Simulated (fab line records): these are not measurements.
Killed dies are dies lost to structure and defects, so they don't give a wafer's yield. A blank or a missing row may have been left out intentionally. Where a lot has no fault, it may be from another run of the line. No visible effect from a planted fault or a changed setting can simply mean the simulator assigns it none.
Split-lot trial + flow berkeley-cmos170 + 5 lots, 23 wafers read, on a route of 331 steps

## THE SPLIT ITSELF
At UCB170_NSD_EXPOSE_03 (exposes mask NSELECT MOD, target cd 1200 nm), the setting dose-mj was moved away from the recipe's 30 on 4 of the 23 wafers read, by -5.6% to -2.9%. All remaining wafers had this setting at the recipe value.

## FROM THE SPLIT TO THE READING: what the file shows between them, 2 steps
- UCB170_NSD_PEB_04
- UCB170_NSD_DEVELOP_05: develop time 45 s

## THE READING
cd-nm, in nm, at UCB170_NSD_CD_MEAS_06 (target cd 1200 nm). Typical for fault-free wafers on this fab line: 1199.7 nm, with standard deviation 1.5 nm.

| wafer  | tool, chamber at the split | dose-mj as run | against the recipe | cd-nm, nm | against lot-mates on the recipe |
|--------|----------------------------|----------------|--------------------|-----------|---------------------------------|
| L075.1 | krf-scanner-02, 0          | 30             | recipe             | 1200.8    | -                               |
| L075.2 | krf-scanner-02, 0          | 30             | recipe             | 1200.8    | -                               |
| L075.3 | krf-scanner-02, 0          | 30             | recipe             | 1200.3    | -                               |
| L075.4 | krf-scanner-02, 0          | 30             | recipe             | 1199.2    | -                               |
| L075.5 | krf-scanner-02, 0          | 30             | recipe             | 1201.5    | -                               |
| L076.1 | krf-scanner-02, 0          | 30             | recipe             | 1197.7    | -                               |
| L076.3 | krf-scanner-02, 0          | 29.14          | -2.9%              | 1193.2    | -5.5                            |
| L076.4 | krf-scanner-02, 0          | 30             | recipe             | 1200.2    | -                               |
| L076.5 | krf-scanner-02, 0          | 29.14          | -2.9%              | 1193.2    | -5.5                            |
| L076.6 | krf-scanner-02, 0          | 30             | recipe             | 1198.1    | -                               |
| L078.1 | krf-scanner-02, 0          | 30             | recipe             | 1201.3    | -                               |
| L078.3 | krf-scanner-02, 0          | 30             | recipe             | 1202.3    | -                               |
| L078.5 | krf-scanner-02, 0          | 30             | recipe             | 1201.8    | -                               |
| L079.1 | krf-scanner-01, 0          | 28.32          | -5.6%              | 1188.5    | -10.6                           |
| L079.2 | krf-scanner-01, 0          | 30             | recipe             | 1199.7    | -                               |
| L079.3 | krf-scanner-01, 0          | 28.32          | -5.6%              | 1188.2    | -10.9                           |
| L079.5 | krf-scanner-01, 0          | 30             | recipe             | 1198.4    | -                               |
| L079.6 | krf-scanner-01, 0          | 30             | recipe             | 1199.2    | -                               |
| L082.1 | krf-scanner-02, 0          | 30             | recipe             | 1202.0    | -                               |
| L082.2 | krf-scanner-02, 0          | 30             | recipe             | 1201.3    | -                               |
| L082.3 | krf-scanner-02, 0          | 30             | recipe             | 1201.7    | -                               |
| L082.4 | krf-scanner-02, 0          | 30             | recipe             | 1201.5    | -                               |
| L082.6 | krf-scanner-02, 0          | 30             | recipe             | 1202.6    | -                               |

THE FIT
A straight line over all 23 wafers: cd-nm changes by +2.25 nm for each +1% of dose-mj; r = +0.94; the points scatter about the line by 1.4 nm.
The same after taking each lot's own level away (the mean of its wafers on the recipe; 23 wafers): +1.92 nm for each +1%; r = +0.98; scatter 0.65 nm.
That fit puts the effect of the largest move of dose-mj on the reading at 11 nm.
From 1198.67 to 1201.82 nm: that is the span of the lots' own levels, equal to 2.1 times the standard deviation above.
So the slope is not independent of the lot-to-lot level: the two fits are not the same.
Check: with one of the wafers moved furthest among these (-5.6%) left out of the fit, the line predicts -10.8 nm for it against its lot-mates. It came out at -10.6 nm against them.

## THE OTHER SPLITS THESE WAFERS WENT THROUGH
Before the reading, these wafers also passed through other splits. Each is held against what the fit with the lots' levels taken away leaves over:
| other split on the same wafers    | wafers away from the commonest value | r with cd-nm (lot level and that fit taken away) |
|-----------------------------------|--------------------------------------|--------------------------------------------------|
| UCB170_GATE_EXPOSE_09 dose-mj     | 7                                    | -0.16                                            |
| UCB170_GATE_ETCH_14 bias-w        | 5                                    | +0.11                                            |
| UCB170_PLDD_COAT_01 spin-rpm      | 8                                    | -0.13                                            |
| UCB170_NLDD_IMPLANT_09 energy-kev | 9                                    | -0.26                                            |
| UCB170_PSD_IMPLANT_08 energy-kev  | 4                                    | -0.20                                            |

## THE FILE'S OWN FIT
cd-nm changes by +1.92 nm for each +1% of dose-mj, r = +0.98.
